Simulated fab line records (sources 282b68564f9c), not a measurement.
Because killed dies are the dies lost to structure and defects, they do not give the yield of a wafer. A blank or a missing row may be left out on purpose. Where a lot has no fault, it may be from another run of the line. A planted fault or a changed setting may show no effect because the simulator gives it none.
One fault through the eyes of 2 desks + flow rit-cmos + every desk sees just its own numbers, and what lay behind them comes last

THE METROLOGY DESK
What the gauges read for every lot (on any tool): the sampled wafers with a number, averaged. The brackets show how far a lot's mean lies from the usual mean; more than 4 standard deviations puts the lot out of limits, marked OUT.
Columns: A = GATE_OXIDE_THK at RIT_GATE_THK_MEAS_07, usual 3.02 nm; B = PLDD_RS at RIT_SDANNEAL_RS_MEAS_06, usual 179.5 ohm/sq
| lot  | first seen here | A    | B     |
|------|-----------------|------|-------|
| L335 | day 2 18:55     | 2.99 | 179.4 |
| L336 | day 2 21:48     | 3.00 | 179.6 |
| L337 | day 3 09:17     | 2.99 | 179.3 |
| L338 | day 3 13:25     | 3.02 | 180.1 |
| L341 | day 3 21:31     | 3.01 | 179.3 |
| L343 | day 4 10:42     | 2.97 | 179.7 |
| L344 | day 4 13:53     | 2.94 | 180.4 |
| L346 | day 5 02:21     | 3.04 | 179.1 |
| L349 | day 5 17:33     | 3.12 | 178.9 |
| L353 | day 6 12:31     | 3.03 | 179.5 |
| L355 | day 6 23:43     | 3.05 | 179.4 |
| L356 | day 7 07:53     | 3.00 | 180.0 |
| L357 | day 7 09:41     | 3.02 | 179.4 |
This desk's verdict: no lot among the 13 shows anything out of limits.

THE TOOL OWNER'S DESK: rie-diel-03
The tool's own readings at RIT_SPACER_ETCHBACK_05 (etches Si3N4 in SF6/CHF3, stops on SiO2, target depth 250 nm, time 240 s): means of the sampled wafers that have a number, for each lot that ran on this tool. The brackets show how far a lot's mean lies from the usual mean; more than 4 standard deviations puts the lot out of limits, marked OUT.
Columns: A = drypump-motor-current-A at RIT_SPACER_ETCHBACK_05, usual 5.9 A; B = oes-product-au at RIT_SPACER_ETCHBACK_05, usual 0.847 a.u.; C = run-length-s at RIT_SPACER_ETCHBACK_05, usual 268.3 s; D = throttle-valve-pct at RIT_SPACER_ETCHBACK_05, usual 10.25 %
| lot  | first seen here | A   | B     | C                       | D     |
|------|-----------------|-----|-------|-------------------------|-------|
| L338 | day 4 01:04     | 6.0 | 0.839 | 268.4                   | 10.30 |
| L341 | day 4 11:58     | 5.8 | 0.851 | 268.5                   | 10.41 |
| L343 | day 5 00:22     | 5.8 | 0.854 | 268.4                   | 10.40 |
| L349 | day 6 07:03     | 5.7 | 0.906 | 236.4 (-99 or more) OUT | 10.39 |
Finding of this desk: L349 out of limits; the first was L349 at day 6 07:03, on run-length-s at RIT_SPACER_ETCHBACK_05. Within limits: L338, L341, L343.

TAKEN TOGETHER
At day 6 07:03, on L349, the tool owner's desk was in a position to raise an alarm.
At the metrology desk, nothing out of limits was observed.
The metrology desk holds a record of L349, inside its limits.
Of the lots named, all ran RIT_SPACER_ETCHBACK_05 on rie-diel-03.

WHAT HAD BEEN PUT IN BY THE SIMULATOR
rie-diel-03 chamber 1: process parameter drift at RIT_SPACER_ETCHBACK_05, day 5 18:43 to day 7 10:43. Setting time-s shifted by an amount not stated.
Lots struck among those shown: L349.
How many hours passed from the start of the fault until each desk's first out-of-limits reading: the tool owner's desk, 12.
